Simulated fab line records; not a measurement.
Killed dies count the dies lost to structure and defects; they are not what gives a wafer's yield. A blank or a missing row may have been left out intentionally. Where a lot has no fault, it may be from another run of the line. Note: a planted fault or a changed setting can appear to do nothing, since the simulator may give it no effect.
A lot that was struck, set against a sound lot	flow rit cmos	17 steps out of a route of 202
Sound: these wafers, L877.2, L877.4, L877.6. Struck: wafers L894.1, L894.2, L894.6. The cause is named last.
Order at every step that has rows: each side's tool, ch and its chambers, its first start. Under that, the readings that differ: sound wafers	struck wafers	difference of the means	sigmas: that difference in standard deviations of wafers without a fault.
alike: same words and numbers on both sides, and readings whose means sit less than 2 such deviations apart. not compared: any withheld reading, any reading some wafer has no value for, any bound like >300 that may hide the same value, and any number with overlapping values for which the record gives no deviation.
Wherever a step has rows on one side only, a row that says differs or no value, or a row with sigmas, the two part there. Non-overlapping numbers with no deviation appear without sigmas and do not part them. A reading missing from all wafers of one side parts the sides only when that side holds two or more wafers.

first, 1 step without rows for these wafers: RIT_PRETRO_DEVELOP_05 (develop time 68 s).
RIT_PRETRO_OVL_MEAS_06:
  sound on overlay-01, day 2 12:22; struck on overlay-02, day 6 01:35
  alike: PRETRO_OVL
then, 2 steps without rows for these wafers: RIT_PRETRO_HARDBAKE_07 (time 120 s); RIT_PRETRO_IMPLANT_08.
RIT_PRETRO_STRIP_09: strips in O2, time 180 s.
  sound on plasma asher-03 ch 0,1, day 2 12:47; struck on plasma asher-04 ch 0,1, day 6 02:01
  alike: drypump motor current A, o2 flow sccm
  not compared: rf hours counter h
RIT_PRETRO_TW_MEAS_10:
  sound on film metro-03, day 2 12:59; struck on film metro-03, day 6 02:11
  alike: PRETRO_TW
then, 5 steps without rows for these wafers: RIT_GATE_WET_ETCH_00 (etches SiO2 in BOE, target depth 56 nm, time 60 s); RIT_GATE_CLEAN_01 (cleans in SC1, time 600 s); RIT_GATE_CLEAN_02 (cleans in dHF, time 30 s); RIT_GATE_CLEAN_03 (cleans in SC2, time 600 s); RIT_GATE_CLEAN_04 (cleans in dHF, time 60 s).
RIT_FOX2_THK_MEAS_91:
  sound on film metro-02, day 2 13:28; struck on film metro-01, day 6 02:40
  alike: FIELD_OXIDE_LEFT_2_THK
RIT_GATE_OXIDATION_05: target thk 3 nm, ox time 270 s.
  sound on furnace-01 ch 0, day 2 13:31; struck on furnace-02 ch 0, day 6 02:44
reading	sound	struck	difference	sigmas
spike tc centre C (C)	903.0 900.3 902.0	883.5 885.2 884.8	-17.3	-14
spike tc load C (C)	923.6 924.9 925.0	909.8 911.3 912.5	-13.3	-6
spike tc source C (C)	923.1 924.7 922.8	911.3 908.8 910.8	-13.2	-7
zone power load pct (%)	25.8 25.7 25.7	24.5 24.7 24.8	-1.1	-3
model.SiO2_of_GATE_OXIDATION_05.thk nm (nm)	2.983 3.036 3	2.394 2.335 2.412	-0.626	
then, 1 step without rows for these wafers: RIT_GATE_ANNEAL_06 (time 600 s).
RIT_GATE_THK_MEAS_07:
  sound on film metro-01, day 2 14:50; struck on film metro-01, day 6 04:03
reading	sound	struck	difference	sigmas
GATE_OXIDE_THK (nm)	2.99 2.98 3.00	2.41 2.33 2.43	-0.60	-9
then, 1 step without rows for these wafers: RIT_GATE_CVD_08 (deposits poly-Si from SiH4, target thk 250 nm, time 2220 s).
RIT_M1_PROBE_99:
  sound on prober-02, day 3 15:05; struck on prober-02, day 7 04:23
  alike: killed at contacts, killed at front end, killed dies, killed open, killed short
  not compared: model.etest.pmos_0p3.r on ohm um, model.etest.pmos turned.r on ohm um, model.etest.pmos_0p15.r on ohm um, model.etest.nmos_0p3.r on ohm um, model.etest.nmos_0p15.drive ua um, model.etest.nmos_0p15.r on ohm um, model.etest.nmos narrow.drive ua um, model.etest.nmos_0p3.drive ua um

## WHERE THEY PART
At RIT_GATE_OXIDATION_05 first; at RIT_GATE_THK_MEAS_07 last (within this record only). Later steps at which nothing parts them and some readings are alike: RIT_M1_PROBE_99.

WHY: what the simulator had put in
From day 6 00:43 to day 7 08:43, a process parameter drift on furnace-02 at RIT_GATE_OXIDATION_05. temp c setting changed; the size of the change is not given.
